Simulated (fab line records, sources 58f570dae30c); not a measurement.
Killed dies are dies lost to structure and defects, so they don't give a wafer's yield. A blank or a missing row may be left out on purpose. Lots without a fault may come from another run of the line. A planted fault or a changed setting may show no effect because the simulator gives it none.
A struck lot beside a sound one | flow berkeley_cmos170 | 14 steps out of a route of 331
Sound: wafers L201.2, L201.3, L201.6. Struck: wafers L193.1, L193.2, L193.5. The cause comes at the end.
At each step with rows: each side's tool, then ch and its chambers, then its first start. Under that, the readings that differ: sound wafers | struck wafers | difference of the means | sigmas: that difference in standard deviations of wafers without a fault.
alike: readings whose means differ by less than 2 such deviations, and words and numbers that are the same on both sides. not compared: withheld readings, readings that some wafer has no value for, bounds like >300 that may hide the same value, and numbers for which the record gives no deviation and whose values overlap.
The two part at a step that has a row with sigmas, a row that says differs or no value, or rows on one side only. Numbers that don't overlap but have no deviation are shown without sigmas and don't part them. A reading that every wafer of one side lacks parts them only if that side has two wafers or more.

UCB170_M2_METAL_ETCH_18: etches Al in Cl2/BCl3, stops on SiO2, target depth 1170 nm, time 195 s.
  sound on rie_metal-02 ch 0,1, day 12 06:16; struck on rie_metal-01 ch 0,1, day 10 15:19
  alike: bias_w, chamber_pressure_mTorr, drypump_motor_current_A, oes_product_au, throttle_valve_pct
  not compared: rf_hours_counter_h
UCB170_M2_STRIP_19: strips in O2.
  sound on plasma_asher-02 ch 0, day 12 06:27; struck on plasma_asher-02 ch 0,1, day 10 15:31
  reading               | sound             | struck            | difference | sigmas
  oes_product_au (a.u.) | 0.567 0.557 0.575 | 0.535 0.535 0.534 | -0.032     | -2
  alike: chamber_pressure_mTorr, drypump_motor_current_A, o2_flow_sccm
  not compared: rf_hours_counter_h
UCB170_M2_CD_MEAS_90: target cd 700 nm.
  sound on cd_sem-01, day 12 06:34; struck on cd_sem-01, day 10 15:37
  alike: cd_nm
UCB170_V2_CVD_00: deposits SiO2 from TEOS/O2, target thk 2000 nm, time 250 s.
  sound on pecvd-03 ch 0,1,2, day 12 06:40; struck on pecvd-03 ch 0,1, day 10 15:44
  alike: heater_power_w
  not compared: since_wet_clean_h
UCB170_V2_THK_MEAS_01:
  sound on film_metro-01, day 12 06:50; struck on film_metro-03, day 10 15:53
  alike: V2_TEOS_THK
UCB170_V2_CMP_02: polishes SiO2.
  sound on cmp-02 ch 0,1,3, day 12 06:59; struck on cmp-02 ch 0,1,3, day 10 15:56
  alike: motor_current_A, retaining_ring_pressure_frac
UCB170_V2_BOW_MEAS_03:
  sound on film_metro-02, day 12 07:13; struck on film_metro-02, day 10 16:14
  alike: V2_BOW
UCB170_V2_THK_MEAS_04:
  sound on film_metro-02, day 12 07:19; struck on film_metro-02, day 10 16:22
  alike: V2_POLISHED_THK
then, 4 steps without rows for these wafers: UCB170_V2_CLEAN_05 (cleans in DIW); UCB170_V2_HMDS_06 (prime time 60 s); UCB170_V2_COAT_07 (resist thk 900 nm); UCB170_V2_SOFTBAKE_08 (time 60 s).
UCB170_V2_EXPOSE_09: exposes mask VIA2, target cd 700 nm.
  sound on krf_scanner-01 ch 0, day 12 08:16; struck on krf_scanner-02, day 10 17:15
  no value came back on the struck wafers for exposure_dose_mJ_cm2, focus_offset_nm (nm), na, stage_vel_mm_s (mm/s); on the sound wafers exposure_dose_mJ_cm2 reads 36.99 36.95 36.90
  alike: mask
then, 1 step without rows for these wafers: UCB170_V2_PEB_10.

WHERE THEY PART
First at UCB170_M2_STRIP_19; last, within this record, at UCB170_V2_EXPOSE_09.

WHY: what the simulator had put in
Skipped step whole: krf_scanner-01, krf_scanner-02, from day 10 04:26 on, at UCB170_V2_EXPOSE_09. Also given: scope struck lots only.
